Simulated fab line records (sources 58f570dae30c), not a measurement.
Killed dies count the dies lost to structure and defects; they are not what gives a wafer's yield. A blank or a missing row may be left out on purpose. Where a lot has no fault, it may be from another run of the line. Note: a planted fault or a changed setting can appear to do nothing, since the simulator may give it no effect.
A lot that was struck, set against a sound lot    flow berkeley-cmos170    14 out of 331 route steps
Sound: wafers L821.1, L821.2, L821.6. Wafers struck: L816.2, L816.3, L816.6. The cause is named last.
Per side, at each step with rows, come the tool, then ch with its chambers, and then its first start. Under that, the readings that differ: sound wafers    struck wafers    difference of the means    sigmas: that difference in standard deviations of wafers without a fault.
alike: readings whose means differ by less than 2 such deviations, and words and numbers that are the same on both sides. not compared: withheld readings, readings that some wafer has no value for, bounds like >300 that may hide the same value, and numbers for which the record gives no deviation and whose values overlap.
The two part at a step that has a row with sigmas, a row that says differs or no value, or rows on one side only. When numbers do not overlap yet have no deviation, they are printed without sigmas and do not part them. Lack of a reading on every wafer of one side parts them only where that side has two or more wafers.

first, 5 steps without rows for these wafers: UCB170_PWELL_CLEAN_18 (cleans in SPM, time 600 s); UCB170_PWELL_WET_ETCH_19 (etches Si3N4 in H3PO4, time 14400 s); UCB170_PWELL_WET_ETCH_20 (etches SiO2 in BOE, time 22 s); UCB170_WELLDRIVE_CLEAN_00 (cleans in SPM, time 600 s); UCB170_WELLDRIVE_OXIDATION_01 (target thk 199 nm, ox time 9000 s).
UCB170_WELLDRIVE_THK_MEAS_02:
  sound: film-metro-04 at day 8 19:50; struck: film-metro-04 at day 7 16:01
  alike: WELLDRIVE_OXIDE_THK
then, 5 steps without rows for these wafers: UCB170_WELLDRIVE_ANNEAL_03 (time 900 s); UCB170_WELLDRIVE_WET_ETCH_04 (etches SiO2 in BOE, time 120 s); UCB170_ACTIVE_CLEAN_00 (cleans in SPM, time 600 s); UCB170_ACTIVE_CLEAN_01 (cleans in dHF, time 60 s); UCB170_ACTIVE_OXIDATION_02 (target thk 26.4 nm, ox time 1260 s).
UCB170_ACTIVE_THK_MEAS_03:
  sound: film-metro-01 at day 9 17:18; struck: film-metro-02 at day 8 06:29
  alike: ACTIVE_OXIDE_THK
UCB170_ACTIVE_ANNEAL_04: time 900 s.
  struck on furnace-02, day 8 10:39; sound on furnace-02 ch 0, day 10 00:38
  no value came back on the struck wafers for spike-tc-centre-C (C), spike-tc-load-C (C); on the sound wafers spike-tc-centre-C (C) reads 1001.5 1001.6 1000.6
then, 1 step without rows for these wafers: UCB170_ACTIVE_CVD_05 (deposits Si3N4 from SiH2Cl2/NH3, target thk 220 nm, time 3300 s).

WHERE THEY PART
Only at UCB170_ACTIVE_ANNEAL_04, within this record.

WHY: whatever the simulator had introduced
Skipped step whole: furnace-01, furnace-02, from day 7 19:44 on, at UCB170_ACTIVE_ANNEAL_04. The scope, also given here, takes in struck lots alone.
